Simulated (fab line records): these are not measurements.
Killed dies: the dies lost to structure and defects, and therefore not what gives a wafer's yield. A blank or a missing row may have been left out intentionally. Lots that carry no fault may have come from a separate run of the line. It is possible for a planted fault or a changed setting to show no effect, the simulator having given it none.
The same fault as seen by 2 desks || flow berkeley cmos170 || every desk sees just its own numbers, and what lay behind them comes last

## DESK OF THE TOOL OWNER: rie diel-03
The tool's own readings at UCB170_M3_ETCH_17 (etches BARC in N2/H2): means of the sampled wafers that have a number, for each lot that ran on this tool. If a lot's mean is further than 4 standard deviations from the usual mean, the lot is out of limits and carries the mark OUT (the distance appears in the brackets).
Columns: A = drypump motor current A at UCB170_M3_ETCH_17, usual 5.4 A; B = oes product au at UCB170_M3_ETCH_17, usual 1.005 a.u.; C = throttle valve pct at UCB170_M3_ETCH_17, usual 13.30 %
{"lot": "L416", "first seen here": "day 8 09:24", "A": 5.8, "B": 1.024, "C": 13.22}
{"lot": "L419", "first seen here": "day 8 16:45", "A": 5.9, "B": 1.040, "C": 13.21}
{"lot": "L426", "first seen here": "day 10 12:55", "A": 5.3, "B": 0.998, "C": 13.31}
{"lot": "L430", "first seen here": "day 11 16:49", "A": 5.5, "B": 1.027, "C": 13.28}
Result from this desk: across the 4 lots, nothing is out of limits.

## METROLOGY DESK
What the gauges read for every lot (on any tool): the sampled wafers with a number, averaged. If a lot's mean is further than 4 standard deviations from the usual mean, the lot is out of limits and carries the mark OUT (the distance appears in the brackets).
Columns: A = GATE_POLY_THK at UCB170_GATE_THK_MEAS_05, usual 214.5 nm; B = M3_BOW at UCB170_M3_BOW_MEAS_20, usual 35 um
{"lot": "L416", "first seen here": "day 6 12:41", "A": 213.7, "B": 35}
{"lot": "L417", "first seen here": "day 6 12:41", "A": 213.3, "B": 38}
{"lot": "L415", "first seen here": "day 6 12:42", "A": 212.9, "B": 39}
{"lot": "L418", "first seen here": "day 7 02:03", "A": 219.0, "B": 29}
{"lot": "L419", "first seen here": "day 7 02:04", "A": 215.9, "B": 35}
{"lot": "L421", "first seen here": "day 7 20:22", "A": 212.5, "B": 40}
{"lot": "L420", "first seen here": "day 7 20:24", "A": 213.3, "B": 31}
{"lot": "L422", "first seen here": "day 8 01:35", "A": 213.9, "B": 31}
{"lot": "L426", "first seen here": "day 8 19:14", "A": 212.2, "B": 31}
{"lot": "L429", "first seen here": "day 9 11:07", "A": 212.4, "B": 38}
{"lot": "L430", "first seen here": "day 10 00:52", "A": 213.2, "B": 37}
{"lot": "L436", "first seen here": "day 11 01:14", "A": 216.1, "B": 36}
{"lot": "L437", "first seen here": "day 11 01:14", "A": 212.8, "B": 36}
Result from this desk: across the 13 lots, nothing is out of limits.

## ALL TOGETHER
Nothing out of limits was seen by the tool owner's desk.
Nothing out of limits was seen by the metrology desk.

## WHAT WAS PUT IN BY THE SIMULATOR
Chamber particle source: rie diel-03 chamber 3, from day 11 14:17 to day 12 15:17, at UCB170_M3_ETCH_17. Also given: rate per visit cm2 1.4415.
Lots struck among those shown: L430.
